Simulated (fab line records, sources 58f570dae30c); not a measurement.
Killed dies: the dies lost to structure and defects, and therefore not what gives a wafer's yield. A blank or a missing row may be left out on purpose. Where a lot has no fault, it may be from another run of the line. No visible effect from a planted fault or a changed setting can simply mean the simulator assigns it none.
A lot that was struck, set against a sound lot | flow berkeleyCmos170 | 22 steps out of a route of 331
Sound: wafers L685.1, L685.5, L685.6. The struck wafers were L690.2, L690.3, L690.4. The cause is named last.
Each step with rows lists, per side, the tool, then ch with its chambers, then its first start. Under that, the readings that differ: sound wafers | struck wafers | difference of the means | sigmas: that difference in standard deviations of wafers without a fault.
alike: readings with means less than 2 such deviations apart, plus words and numbers identical on both sides. not compared: withheld readings, readings lacking a value on some wafer, bounds such as >300 that could conceal the same value, and numbers that have no deviation in the record and whose values overlap.
A row with sigmas, a row that says differs or no value, or rows on one side alone: a step with any of these is where the two part. When numbers do not overlap yet have no deviation, they are printed without sigmas and do not part them. Lack of a reading on every wafer of one side parts them only where that side has two or more wafers.

first, 5 steps without rows for these wafers: UCB170_ACTIVE_COAT_08 (resist thk 900 nm); UCB170_ACTIVE_SOFTBAKE_09 (time 60 s); UCB170_ACTIVE_EXPOSE_10 (exposes mask ACTIVE, target cd 1200 nm); UCB170_ACTIVE_PEB_11; UCB170_ACTIVE_DEVELOP_12 (develop time 45 s).
UCB170_ACTIVE_CD_MEAS_13: target cd 1200 nm.
  struck on cdSem-02, day 6 13:06; sound on cdSem-02, day 4 22:37
  alike: cdNm
UCB170_ACTIVE_OVL_MEAS_14:
  struck on overlay-02, day 6 13:12; sound on overlay-02, day 4 22:44
  alike: ACTIVE_OVL
UCB170_ACTIVE_ETCH_15: etches Si3N4 in CH3F/Ar/O2, stops on SiO2, target depth 242 nm, time 151 s.
  sound on rieDiel-04 ch 0,1, day 4 22:46; struck on rieDiel-03 ch 0,1,3, day 6 13:14
  alike: drypumpMotorCurrentA, oesProductAu, throttleValvePct
  not compared: rfHoursCounterH
UCB170_ACTIVE_STRIP_16: strips in O2.
  sound on plasmaAsher-03 ch 0,1, day 4 22:52; struck on plasmaAsher-03 ch 0,1, day 6 13:20
  alike: drypumpMotorCurrentA, oesProductAu, stripTimeToEndpointS
  not compared: rfHoursCounterH
UCB170_ACTIVE_CD_MEAS_90: target cd 1200 nm.
  struck on cdSem-02, day 6 13:27; sound on cdSem-02, day 4 22:58
  alike: cdNm
then, 2 steps without rows for these wafers: UCB170_ACTIVE_CLEAN_17 (cleans in SPM, time 600 s); UCB170_PFIELD_HMDS_00 (prime time 60 s).
UCB170_PFIELD_COAT_01: resist thk 900 nm.
  sound on lithoTrack-03 ch 0, day 5 00:03; struck on lithoTrack-03 ch 0, day 6 14:37
reading                                | sound             | struck            | difference | sigmas
model.KrF_of_PFIELD_COAT_01.thkNm (nm) | 901.2 901.7 900.6 | 970.9 969.4 968.7 | +68.5      | 
  alike: resistLineTempC
then, 3 steps without rows for these wafers: UCB170_PFIELD_SOFTBAKE_02 (time 60 s); UCB170_PFIELD_EXPOSE_03 (exposes mask PFIELD, target cd 1500 nm); UCB170_PFIELD_PEB_04.
UCB170_PFIELD_DEVELOP_05: develop time 45 s.
  sound on lithoTrack-03 ch 0; struck on lithoTrack-01 ch 0
reading                                | sound           | struck            | difference | sigmas
model.KrF_of_PFIELD_COAT_01.thkNm (nm) | 887 887.5 886.4 | 956.7 955.2 954.5 | +68.5      | 
  alike: resistLineTempC
UCB170_PFIELD_OVL_MEAS_06:
  struck on overlay-02, day 6 15:48; sound on overlay-01, day 5 01:10
  alike: PFIELD_OVL
then, 1 step without rows for these wafers: UCB170_PFIELD_IMPLANT_07.
UCB170_PFIELD_STRIP_08: strips in O2.
  sound on plasmaAsher-02 ch 0,1, day 5 01:22; struck on plasmaAsher-02 ch 0,1, day 6 15:59
reading                  | sound             | struck            | difference | sigmas
stripTimeToEndpointS (s) | 21.66 21.69 21.64 | 23.33 23.29 23.27 | +1.63      | +19
  alike: drypumpMotorCurrentA, oesProductAu
  not compared: rfHoursCounterH
UCB170_PFIELD_TW_MEAS_09:
  struck on filmMetro-01, day 6 16:05; sound on filmMetro-04, day 5 01:28
reading   | sound       | struck      | difference | sigmas
PFIELD_TW | 609 609 607 | 599 602 601 | -8         | -2
-- the record jumps here: 3 days lie between the struck wafers' starts before and after (it left off in module PFIELD and takes up again in module M3, whose first step shown is number 331 of the route) --
UCB170_M3_PROBE_99:
  only the struck wafers here have rows in the record (prober-02, day 9 21:53); the sound ones have none

## WHERE THEY PART
At UCB170_PFIELD_STRIP_08 first; at UCB170_M3_PROBE_99 last (within this record only).

WHY: the cause the simulator had injected
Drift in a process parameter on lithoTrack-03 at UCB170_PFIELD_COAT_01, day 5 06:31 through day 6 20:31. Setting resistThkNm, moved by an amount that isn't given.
